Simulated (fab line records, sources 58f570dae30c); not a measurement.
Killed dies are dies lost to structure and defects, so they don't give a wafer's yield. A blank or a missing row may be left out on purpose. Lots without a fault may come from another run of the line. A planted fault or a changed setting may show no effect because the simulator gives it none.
fab line records | flow berkeley_cmos170
record lots=15 wafers=45 last_day=12
route steps=331 shown PLDD@151 SPACER@171 V1@268 V2@296
lots that met no fault: from a run of the same line without faults
start_h: hours from the record's first day to the start of the lot's first wafer shown | wait_h: hours since the lot's step before | " the same as in the row above | L1.1+2: a row that stands for several wafers | - no value, or no start given | * or withheld: withheld | < > ~ a bound
route shown NAME@n: a module of which the file shows steps, and the number in the route of the first | usual: mean/standard deviation of fault-free wafers | same: alike in all rows | chamber/n: place in a boat | sites: the reading at each site | _std_site: their standard deviation | _edge_site: outer sites' mean less inner sites' | radius_mm: how far each site lies from the wafer's centre | mask NAME#n: copy n | behind: the tool/chamber that last shaped the wafer | hold: why the lot was held/for how many hours/how that ended | device: the transistor (n, p or np) that didn't switch | end of line: the same wafers' tests at the end of the route | a step without rows: its recipe alone | killed: dies lost to structure and defects at the first sort, not the wafer's yield | map: a wafer's dies, x killed, . not, _ none there
set.NAME: the setting as run; set.NAME@STEP: as run at that earlier step | model.NAME: the simulator's own value behind a step, which no gauge read
steps of the route over a sample of lots; a table a step, a row a wafer
services: from which hour (start_h, from the record's first day; less than 0 if before it) a tool's chamber was out of use, for how many hours, and why
## steps
# step UCB170_PLDD_CD_MEAS_06
# recipe target_cd_nm=1200
# usual cd_nm=1199.9/1.5
# columns lot.wafer tool chamber start_h wait_h cd_nm
L361.1 cd_sem-01 - 140.15 - 1199.8
L361.2 " - " " 1199.5
L361.6 " - " " 1200.4
L362.4 cd_sem-02 - 151.94 - 1200.3
L362.5 " - " " 1199.4
L362.6 " - " " 1199.6
L364.2 cd_sem-01 - 165.41 - 1201.9
L364.3 " - " " 1201.3
L364.6 " - " " 1202.6
L366.3 cd_sem-01 - 181.17 - 1198.3
L366.5 " - " " 1198.4
L366.6 " - " " 1200.2
L367.1 cd_sem-02 - 181.37 - 1197.8
L367.5 " - " " 1199.4
L367.6 " - " " 1198.7
L371.3 cd_sem-01 - 191.24 - 1201.9
L371.4 " - " " 1202.1
L371.6 " - " " 1200.6
L369.1 cd_sem-01 - 191.56 - 1199.5
L369.5 " - " " 1199.9
L369.6 " - " " 1199.8
L372.3 cd_sem-01 - 204.68 - 1201.5
L372.5 " - " " 1202.0
L372.6 " - " " 1201.1
L373.2 cd_sem-01 - 205.21 - 1199.1
L373.3 " - " " 1198.4
L373.6 " - " " 1199.4
L375.2 cd_sem-01 - 205.38 - 1201.9
L375.4 " - " " 1202.1
L375.6 " - " " 1200.4
L377.4 cd_sem-02 - 224.82 - 1202.3
L377.5 " - " " 1201.9
L377.6 " - " " 1201.5
L378.1 cd_sem-02 - 224.98 - 1199.6
L378.2 " - " " 1198.8
L378.5 " - " " 1198.7
L379.2 cd_sem-02 - 235.77 - 1199.8
L379.4 " - " " 1200.6
L379.5 " - " " 1201.0
L382.1 cd_sem-01 - 240.79 - 1201.1
L382.2 " - " " 1199.9
L382.3 " - " " 1200.6
L381.1 cd_sem-01 - 241.07 - 1202.6
L381.3 " - " " 1200.8
L381.4 " - " " 1200.7
# step UCB170_SPACER_CVD_00
# recipe material=SiO2 target_thk_nm=376 temp_c=390 precursor=TEOS/O2 time_s=47 rf_w=550 pressure_mtorr=9000
# usual heater_power_w=258/61 rf_fwd_power_W=544/3.2
# columns lot.wafer tool chamber start_h wait_h heater_power_w rf_fwd_power_W
L361.1 pecvd-02 0 143.05 0.0 293 542
L361.2 " 1 " " 126 548
L361.6 " 0 " " 308 540
L362.4 pecvd-01 0 154.49 0.0 250 545
L362.5 " 2 " " 192 547
L362.6 " 1 " " 313 546
L364.2 pecvd-01 0 168.44 0.0 199 545
L364.3 " 1 " " 300 547
L364.6 " 0 " " 214 545
L366.3 pecvd-02 2 184.60 0.0 239 546
L366.5 " 0 " " 293 539
L366.6 " 2 " " 152 547
L367.1 pecvd-04 1 184.64 0.0 268 542
L367.5 " 2 " " 321 548
L367.6 " 0 " " 328 538
L371.3 pecvd-02 0 194.58 0.0 338 541
L371.4 " 2 " " 241 549
L371.6 " 1 " " 185 544
L369.1 pecvd-04 2 195.20 0.0 316 549
L369.5 " 1 " " 286 546
L369.6 " 2 " " 333 547
L372.3 pecvd-02 1 207.49 0.0 173 545
L372.5 " 1 " " 181 544
L372.6 " 2 " " 224 545
L373.2 pecvd-04 1 208.22 0.0 271 543
L373.3 " 2 " " 325 548
L373.6 " 2 " " 337 549
L375.2 pecvd-01 0 208.57 0.0 206 544
L375.4 " 2 " " 243 546
L375.6 " 0 " " 226 546
L377.4 pecvd-04 0 228.79 0.0 299 537
L377.5 " 1 " " 279 544
L377.6 " 2 " " 327 547
L378.1 pecvd-01 0 229.11 0.0 244 546
L378.2 " 2 " " 191 549
L378.5 " 0 " " 245 546
L379.2 pecvd-04 0 242.01 0.0 327 540
L379.4 " 0 " " 346 539
L379.5 " 1 " " 209 542
L382.1 pecvd-02 2 244.35 0.0 210 547
L382.2 " 1 " " 142 547
L382.3 " 0 " " 305 540
L381.1 pecvd-02 0 245.08 0.0 326 542
L381.3 " 2 " " 225 549
L381.4 " 2 " " 244 548
# step UCB170_V1_ETCH_14
# recipe chemistry=CHF3/CF4/Ar target=SiO2 stop_on=Al CHF3_flow_sccm=45 cf4_flow_sccm=15 Ar_flow_sccm=150 pressure_mtorr=200 rf_w=700 target_depth_a=12500 over_etch_frac=0.25 time_s=291
# usual CHF3_flow_sccm=45.01/0.12 cf4_flow_sccm=15.00/0.051 drypump_motor_current_A=5.6/0.44 mfc_ar_sccm=150.0/0.49 oes_product_au=0.862/0.015 rf_fwd_power_W=699.1/1.9 throttle_valve_pct=6.90/0.086
# columns lot.wafer tool chamber start_h wait_h CHF3_flow_sccm cf4_flow_sccm drypump_motor_current_A mfc_ar_sccm oes_product_au rf_fwd_power_W rf_hours_counter_h throttle_valve_pct
L361.1 rie_diel-03 1 167.20 0.0 45.20 15.12 5.8 150.5 0.841 699.0 99 6.85
L361.2 " 2 " " 45.21 15.10 6.4 149.8 0.855 698.8 78 6.78
L361.6 " 2 " " 45.15 14.97 6.4 149.7 0.855 700.6 - 6.79
L362.4 rie_diel-02 0 179.35 0.0 44.90 15.02 6.0 150.2 0.878 697.8 131 6.88
L362.5 " 1 " " 44.89 14.99 4.9 150.2 0.851 701.1 - 6.89
L362.6 " 2 " " 44.99 15.02 6.0 148.9 0.847 704.4 - 6.81
L364.2 rie_diel-03 3 199.39 0.0 - - - - - - - -
L364.3 " 0 " " - - - - - - - -
L364.6 " 2 " " - - - - - - - -
L366.3 rie_diel-01 1 213.82 0.0 - - - - - - - -
L366.5 " 3 " " - - - - - - - -
L366.6 " 0 " " - - - - - - - -
L367.1 rie_diel-02 2 214.04 0.0 - - - - - - - -
L367.5 " 0 " " - - - - - - - -
L367.6 " 3 " " - - - - - - - -
L371.3 rie_diel-02 3 227.55 0.0 44.98 14.99 5.6 150.6 0.875 700.2 113 6.99
L371.4 " 2 " " 45.09 14.97 6.0 150.7 0.838 698.6 133 6.81
L371.6 " 0 " " 45.05 14.99 5.9 151.1 0.876 698.3 - 6.86
L369.1 rie_diel-01 1 227.83 0.0 44.80 14.94 4.8 150.7 0.864 697.6 2 7.05
L369.5 " 1 " " 44.93 15.02 4.8 150.1 0.864 697.5 - 7.04
L369.6 " 2 " " 45.10 15.06 5.9 150.3 0.894 698.2 - 6.91
L372.3 rie_diel-01 0 240.12 0.0 45.16 14.96 5.5 150.4 0.871 699.5 30 6.92
L372.5 " 2 " " 44.97 14.98 5.9 149.3 0.890 699.7 - 6.91
L372.6 " 1 " " 44.99 15.11 4.8 150.1 0.865 701.7 - 7.04
L375.2 rie_diel-03 2 240.39 0.0 45.01 14.96 6.4 149.6 0.846 700.1 81 6.79
L375.4 " 3 " " 44.95 14.97 5.2 149.4 0.871 702.1 20 7.05
L375.6 " 1 " " 44.88 15.02 5.8 149.9 0.841 696.9 - 6.84
L373.2 rie_diel-02 1 240.67 0.0 45.03 15.04 4.9 150.1 0.850 699.3 31 6.89
L373.3 " 2 " " 44.92 15.03 6.0 149.3 0.839 697.0 133 6.79
L373.6 " 2 " " 45.06 14.97 6.0 150.2 0.853 699.1 - 6.79
L378.1 rie_diel-01 0 265.17 0.0 45.00 15.01 5.5 150.0 0.875 698.6 31 6.93
L378.2 " 3 " " 44.86 14.91 5.3 150.3 0.870 700.1 63 6.82
L378.5 " 3 " " 44.83 14.89 5.4 149.8 0.864 701.0 - 6.82
L377.4 rie_diel-02 3 265.33 0.1 44.70 14.94 5.5 150.1 0.873 702.6 - 7.00
L377.5 " 2 " " 45.09 15.00 6.0 149.5 0.846 701.4 - 6.79
L377.6 " 1 " " 45.07 14.92 4.9 149.5 0.844 698.9 - 6.88
L379.2 rie_diel-03 0 265.51 0.0 44.88 14.97 5.7 150.2 0.860 698.7 54 6.97
L379.4 " 3 " " 45.07 14.95 5.3 150.3 0.876 700.5 21 7.04
L379.5 " 0 " " 45.13 14.96 5.7 149.4 0.857 699.4 - 6.95
L382.1 rie_diel-03 2 269.60 0.0 44.97 15.03 6.4 149.4 0.845 695.8 83 6.79
L382.2 " 3 " " 44.90 15.05 5.2 149.9 0.871 693.1 22 7.06
L382.3 " 1 " " 44.94 14.96 5.8 150.4 0.842 699.9 105 6.86
L381.1 rie_diel-01 1 275.63 0.0 44.98 14.93 4.8 150.5 0.859 699.7 5 7.02
L381.3 " 0 " " 44.90 14.97 5.5 149.5 0.873 700.9 32 6.92
L381.4 " 3 " " 45.07 14.96 5.3 150.0 0.867 699.4 64 6.81
# step UCB170_V1_STRIP_15
# recipe chemistry=O2 power_w=400 pressure_mtorr=3500 platen_temp_c=withheld o2_flow_sccm=400 overash_fraction=0.5
# usual drypump_motor_current_A=5.57/0.24 oes_product_au=0.722/0.0039 strip_time_to_endpoint_s=15.30/0.083
# columns lot.wafer tool chamber start_h wait_h drypump_motor_current_A oes_product_au rf_hours_counter_h strip_time_to_endpoint_s
L361.1 plasma_asher-03 0 167.38 0.1 5.72 0.720 47 15.26
L361.2 " 1 " " 5.51 0.727 47 15.18
L361.6 " 0 " " 5.72 0.722 - 15.25
L362.4 plasma_asher-02 0 179.56 0.1 5.50 0.715 - 15.32
L362.5 " 0 " " 5.51 0.722 - 15.25
L362.6 " 1 " " 5.37 0.716 - 15.40
L364.2 plasma_asher-03 1 199.57 0.1 5.51 0.742 49 21.56
L364.3 " 1 " " 5.51 0.733 - 21.63
L364.6 " 0 " " 5.76 0.736 - 21.58
L366.3 plasma_asher-03 1 214.03 0.1 5.54 0.733 - 21.66
L366.5 " 1 " " 5.51 0.737 - 21.66
L366.6 " 0 " " 5.73 0.735 - 21.60
L367.1 plasma_asher-02 0 214.22 0.1 5.51 0.732 42 21.66
L367.5 " 0 " " 5.50 0.734 - 21.59
L367.6 " 1 " " 5.42 0.730 - 21.62
L371.3 plasma_asher-03 0 227.76 0.1 5.72 0.723 - 15.27
L371.4 " 1 " " 5.55 0.722 - 15.25
L371.6 " 1 " " 5.53 0.723 - 15.20
L369.1 plasma_asher-03 1 228.01 0.1 5.52 0.713 53 15.17
L369.5 " 0 " " 5.73 0.732 - 15.20
L369.6 " 1 " " 5.52 0.724 - 15.31
L372.3 plasma_asher-03 0 240.33 0.1 5.73 0.727 - 15.27
L372.5 " 0 " " 5.74 0.721 - 15.36
L372.6 " 1 " " 5.50 0.723 - 15.11
L375.2 plasma_asher-01 1 240.57 0.1 5.25 0.720 13 15.29
L375.4 " 1 " " 5.24 0.731 - 15.43
L375.6 " 0 " " 5.94 0.716 - 15.41
L373.2 plasma_asher-03 0 240.85 0.1 5.73 0.723 54 15.38
L373.3 " 1 " " 5.54 0.719 - 15.38
L373.6 " 1 " " 5.52 0.721 - 15.40
L378.1 plasma_asher-01 0 265.35 0.1 5.93 0.713 16 15.34
L378.2 " 1 " " 5.23 0.723 16 15.39
L378.5 " 1 " " 5.22 0.727 - 15.39
L377.4 plasma_asher-02 0 265.45 0.0 5.50 0.722 - 15.27
L377.5 " 0 " " 5.50 0.723 - 15.29
L377.6 " 1 " " 5.41 0.726 - 15.27
L379.2 plasma_asher-03 0 265.69 0.1 5.74 0.726 56 15.33
L379.4 " 1 " " 5.51 0.719 - 15.48
L379.5 " 0 " " 5.75 0.718 - 15.20
L382.1 plasma_asher-01 0 269.78 0.1 5.95 0.718 16 15.15
L382.2 " 1 " " 5.24 0.715 16 15.38
L382.3 " 1 " " 5.25 0.720 - 15.20
L381.1 plasma_asher-01 0 275.81 0.1 5.92 0.722 17 15.28
L381.3 " 0 " " 5.93 0.717 - 15.38
L381.4 " 1 " " 5.25 0.723 - 15.51
# step UCB170_V1_CD_MEAS_90
# recipe target_cd_nm=700
# usual cd_nm=700.1/1.6
# columns lot.wafer tool chamber start_h wait_h cd_nm
L361.1 cd_sem-02 - 167.48 0.1 701.3
L361.2 " - " " 703.4
L361.6 " - " " 701.7
L362.4 cd_sem-02 - 179.69 0.1 701.1
L362.5 " - " " 700.3
L362.6 " - " " 699.2
L364.2 cd_sem-01 - 199.69 0.1 -
L364.3 " - " " -
L364.6 " - " " -
L366.3 cd_sem-01 - 214.14 0.1 -
L366.5 " - " " -
L366.6 " - " " -
L367.1 cd_sem-02 - 214.32 0.1 -
L367.5 " - " " -
L367.6 " - " " -
L371.3 cd_sem-01 - 227.87 0.1 697.4
L371.4 " - " " 696.8
L371.6 " - " " 698.6
L369.1 cd_sem-02 - 228.11 0.1 698.1
L369.5 " - " " 699.8
L369.6 " - " " 699.4
L372.3 cd_sem-01 - 240.44 0.1 700.6
L372.5 " - " " 699.9
L372.6 " - " " 701.0
L375.2 cd_sem-01 - 240.69 0.1 698.5
L375.4 " - " " 699.5
L375.6 " - " " 700.4
L373.2 cd_sem-01 - 240.97 0.1 701.5
L373.3 " - " " 700.5
L373.6 " - " " 700.0
L378.1 cd_sem-01 - 265.45 0.1 698.4
L378.2 " - " " 697.5
L378.5 " - " " 697.4
L377.4 cd_sem-02 - 265.57 0.1 701.1
L377.5 " - " " 699.3
L377.6 " - " " 703.1
L379.2 cd_sem-01 - 265.81 0.1 700.6
L379.4 " - " " 700.6
L379.5 " - " " 701.5
L382.1 cd_sem-01 - 269.94 0.1 701.8
L382.2 " - " " 699.6
L382.3 " - " " 700.0
L381.1 cd_sem-01 - 275.91 0.1 699.6
L381.3 " - " " 700.5
L381.4 " - " " 701.2
# step UCB170_V2_THK_MEAS_04
# recipe reads=SiO2_of_V2_CVD_00
# usual V2_POLISHED_THK=1000.0/1.3
# columns lot.wafer tool chamber start_h wait_h V2_POLISHED_THK[nm]
L361.1 film_metro-03 - 171.36 0.1 1001.0
L361.2 " - " " 1000.0
L361.6 " - " " 1000.1
L362.4 film_metro-01 - 184.50 0.1 1001.9
L362.5 " - " " 1000.0
L362.6 " - " " 1001.4
L371.3 film_metro-02 - 236.01 0.1 1000.6
L371.4 " - " " 1001.6
L371.6 " - " " 1001.2
L369.1 film_metro-01 - 236.58 0.1 999.2
L369.5 " - " " 1001.0
L369.6 " - " " 1001.9
L372.3 film_metro-03 - 245.91 0.1 1000.8
L372.5 " - " " 1000.9
L372.6 " - " " 1000.8
L375.2 film_metro-03 - 246.39 0.1 997.4
L375.4 " - " " 1001.1
L375.6 " - " " 999.3
L373.2 film_metro-02 - 246.41 0.1 1001.1
L373.3 " - " " 1000.3
L373.6 " - " " 999.5
L378.1 film_metro-01 - 268.93 0.1 999.4
L378.2 " - " " 998.8
L378.5 " - " " 1000.1
L377.4 film_metro-02 - 269.15 0.1 1001.6
L377.5 " - " " 1000.1
L377.6 " - " " 999.3
L379.2 film_metro-03 - 269.28 0.1 997.2
L379.4 " - " " 997.4
L379.5 " - " " 998.5
L382.1 film_metro-03 - 274.35 0.1 999.7
L382.2 " - " " 999.1
L382.3 " - " " 998.5
L381.1 film_metro-02 - 282.93 0.1 1000.3
L381.3 " - " " 999.6
L381.4 " - " " 999.9
## services
# columns tool chamber start_h hours kind
plasma_asher-01 - 139.20 2.4 repair
pecvd-01 - 142.82 2.8 pm
rie_diel-01 1 164.35 - clean
rie_diel-01 1 164.35 16.4 scheduled_down
rie_diel-01 1 164.35 16.4 vent_cycle
plasma_asher-02 - 166.49 4.4 repair
plasma_asher-03 - 171.33 14.6 pm
rie_diel-02 0 198.50 2.6 repair
pecvd-04 1 212.27 8.2 repair
pecvd-02 2 225.55 6.3 repair
rie_diel-02 1 228.53 3.8 repair
pecvd-02 1 232.63 6.5 repair
pecvd-01 2 238.70 4.2 repair
plasma_asher-02 - 241.06 1.0 repair
pecvd-04 2 241.12 22.3 repair
pecvd-01 - 242.50 14.0 pm
rie_diel-02 0 250.73 - clean
rie_diel-02 0 250.73 21.2 scheduled_down
rie_diel-02 0 250.73 21.2 vent_cycle
plasma_asher-01 - 251.91 3.9 repair
plasma_asher-03 - 252.04 6.8 repair
rie_diel-02 - 252.25 2.1 repair
plasma_asher-02 - 255.36 2.5 repair
rie_diel-02 - 267.07 0.4 repair
## key
first_sign step=UCB170_V1_ETCH_14 reading=tool_record direction=missing
effect step=UCB170_V1_STRIP_15 reading=strip_time_to_endpoint_s direction=up sigmas=76 usual=* struck=*
effect step=UCB170_V1_CD_MEAS_90 reading=cd_nm direction=missing
met_at UCB170_V1_ETCH_14
struck_lots L364,L366,L367
later_rows_left_out L364.2,L364.3,L364.6,L366.3,L366.5,L366.6,L367.1,L367.5,L367.6
sort_left_out L364.2,L364.3,L364.6,L366.3,L366.5,L366.6,L367.1,L367.5,L367.6
tester_left_out L364,L366,L367
not_acting_at UCB170_PLDD_CD_MEAS_06,UCB170_SPACER_CVD_00,UCB170_V2_THK_MEAS_04
onset_between 179.35 199.39
earlier_fault kind=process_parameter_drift tool=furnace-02 chamber=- onset_h=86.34 steps=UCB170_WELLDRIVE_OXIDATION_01 channel=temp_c offset=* shape=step end_h=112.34 acts_in=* stated=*
earlier_fault kind=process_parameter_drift tool=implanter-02 chamber=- onset_h=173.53 steps=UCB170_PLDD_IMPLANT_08 channel=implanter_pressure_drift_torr offset=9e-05 shape=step end_h=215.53
earlier_fault kind=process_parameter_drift tool=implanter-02 chamber=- onset_h=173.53 steps=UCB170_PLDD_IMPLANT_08 channel=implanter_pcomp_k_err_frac offset=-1 shape=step end_h=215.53
fault kind=skipped_step_whole tool=rie_diel-01,rie_diel-02,rie_diel-03 chamber=- onset_h=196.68 steps=UCB170_V1_ETCH_14 scope=struck_lots_only
# tester_left_out: of these lots the tester's yield and bins aren't shown, on N5 and GAA mostly nor the transistor test; their killed dies are dies lost to structure and defects alone, not to doping, threshold or leakage, so they don't give the yield
# sort_left_out: the simulated sort isn't trusted on such a fault, so these wafers' sort isn't shown, and their yield isn't known
# later_rows_left_out: the simulator's readings of these wafers behind a module that went badly wrong aren't trusted and aren't shown, but for the sort
